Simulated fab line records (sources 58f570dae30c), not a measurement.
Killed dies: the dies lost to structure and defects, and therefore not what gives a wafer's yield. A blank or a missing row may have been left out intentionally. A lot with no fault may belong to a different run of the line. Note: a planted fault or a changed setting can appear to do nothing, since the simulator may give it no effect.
Commonality check across tools | flow berkeley_cmos170 | 14 lots and 42 wafers in the sample

## WHAT PROMPTED THE OPENING
UCB170_PVT_TW_MEAS_09, reading PVT_TW: flagged on 2 of 14 lots. Wafers without a fault read 512, standard deviation 3.9.
Rule: flag the lot when none of its wafers has a number, or when each of its wafers that has one lies beyond 4 standard deviations from that mean. All remaining lots are regarded as sound.

lot  | measured     | on            | PVT_TW, wafer by wafer | flag
L700 | day 6 18:54  | film_metro-02 | 513 509 508            |
L701 | day 6 19:23  | film_metro-02 | 513 510 511            |
L703 | day 7 08:50  | film_metro-02 | 512 512 513            |
L706 | day 7 21:49  | film_metro-03 | 507 509 508            |
L707 | day 8 07:53  | film_metro-03 | 507 511 510            |
L708 | day 8 15:52  | film_metro-03 | 510 511 507            |
L710 | day 9 00:05  | film_metro-04 | 517 520 518            |
L711 | day 9 00:34  | film_metro-02 | 515 511 513            |
L712 | day 9 07:44  | film_metro-02 | 511 511 510            |
L714 | day 9 15:36  | film_metro-03 | 508 509 506            |
L716 | day 10 11:05 | film_metro-04 | 521 522 520            |
L722 | day 11 07:57 | film_metro-02 | 512 514 513            |
L720 | day 11 08:11 | film_metro-02 | 474 474 473            | FLAGGED
L723 | day 12 15:39 | film_metro-03 | 469 471 470            | FLAGGED
On average the flagged lots' numbers are 472, which is -40 against the usual, or -10 standard deviations.

## WHICH TOOL EACH LOT WENT THROUGH
2 process steps preceding the reading are held in the record, out of 331 steps in the route. Read each cell as the tool, then ch plus the chambers that the sampled wafers visited, then the start.
lot  | flag    | UCB170_PWELL_STRIP_16               | UCB170_PVT_IMPLANT_07
L700 |         | plasma_asher-02 ch 0,1, day 3 14:31 | implanter-02 ch 0, day 6 18:39
L701 |         | plasma_asher-04 ch 0,1, day 3 14:34 | implanter-01 ch 0, day 6 19:09
L703 |         | plasma_asher-04 ch 0,1, day 4 05:40 | implanter-02 ch 0, day 7 08:35
L706 |         | plasma_asher-01 ch 0, day 4 13:17   | implanter-01 ch 0, day 7 21:35
L707 |         | plasma_asher-04 ch 0,1, day 4 21:19 | implanter-01 ch 0, day 8 07:38
L708 |         | plasma_asher-02 ch 0,1, day 5 03:18 | implanter-03 ch 0, day 8 15:37
L710 |         | plasma_asher-02 ch 0,1, day 5 13:35 | implanter-01 ch 0, day 8 23:50
L711 |         | plasma_asher-02 ch 0,1, day 5 19:57 | implanter-03 ch 0, day 9 00:19
L712 |         | plasma_asher-04 ch 0,1, day 5 19:44 | implanter-03 ch 0, day 9 07:32
L714 |         | plasma_asher-01 ch 0, day 6 04:30   | implanter-02 ch 0, day 9 15:21
L716 |         | plasma_asher-04 ch 0, day 6 20:05   | implanter-02 ch 0, day 10 10:51
L722 |         | plasma_asher-04 ch 0,1, day 7 21:44 | implanter-02 ch 0, day 11 07:44
L720 | FLAGGED | plasma_asher-01 ch 0, day 7 21:15   | implanter-01 ch 0, day 11 07:56
L723 | FLAGGED | plasma_asher-01 ch 1, day 8 13:23   | implanter-01 ch 0, day 12 15:25
These steps, and what they do:
- UCB170_PWELL_STRIP_16: strips in O2.
- UCB170_PVT_IMPLANT_07
- UCB170_PVT_TW_MEAS_09

## FLAGGED OVER TOTAL, TOOL BY TOOL (the gauges that took the reading come last)
step                  | tool            | lots run | flagged | share of the flagged lots | sound lots run after its first flagged lot
UCB170_PWELL_STRIP_16 | plasma_asher-01 | 4        | 2       | all                       | 0
UCB170_PWELL_STRIP_16 | plasma_asher-02 | 4        | 0       | none                      | -
UCB170_PWELL_STRIP_16 | plasma_asher-04 | 6        | 0       | none                      | -
UCB170_PVT_IMPLANT_07 | implanter-01    | 6        | 2       | all                       | 0
UCB170_PVT_IMPLANT_07 | implanter-02    | 5        | 0       | none                      | -
UCB170_PVT_IMPLANT_07 | implanter-03    | 3        | 0       | none                      | -
UCB170_PVT_TW_MEAS_09 | film_metro-02   | 7        | 1       | some                      | 0
UCB170_PVT_TW_MEAS_09 | film_metro-03   | 5        | 1       | some                      | 0
UCB170_PVT_TW_MEAS_09 | film_metro-04   | 2        | 0       | none                      | -

## WHAT THE TABLE PERMITS
Table rows that saw every flagged lot: 2, namely plasma_asher-01 at UCB170_PWELL_STRIP_16 and implanter-01 at UCB170_PVT_IMPLANT_07.
- plasma_asher-01 at UCB170_PWELL_STRIP_16 ran 4 lots, 2 of them flagged. Last sound lot L714 at day 6 04:30, first flagged lot L720 at day 7 21:15; a fault beginning in between fits.
- implanter-01 at UCB170_PVT_IMPLANT_07 ran 6 lots, 2 of them flagged. Last sound lot L710 at day 8 23:50, first flagged lot L720 at day 11 07:56; a fault beginning in between fits. Its own readings (beam_on_s, faraday_current_uA) fall more than 4 standard deviations out on all wafers of the flagged lots.
Because each of these 2 tools fits a fault that began at some hour, counting lots does not separate them. More lots, or a look at what each step does to the wafer, might.

## WHAT THE SIMULATOR PUT IN
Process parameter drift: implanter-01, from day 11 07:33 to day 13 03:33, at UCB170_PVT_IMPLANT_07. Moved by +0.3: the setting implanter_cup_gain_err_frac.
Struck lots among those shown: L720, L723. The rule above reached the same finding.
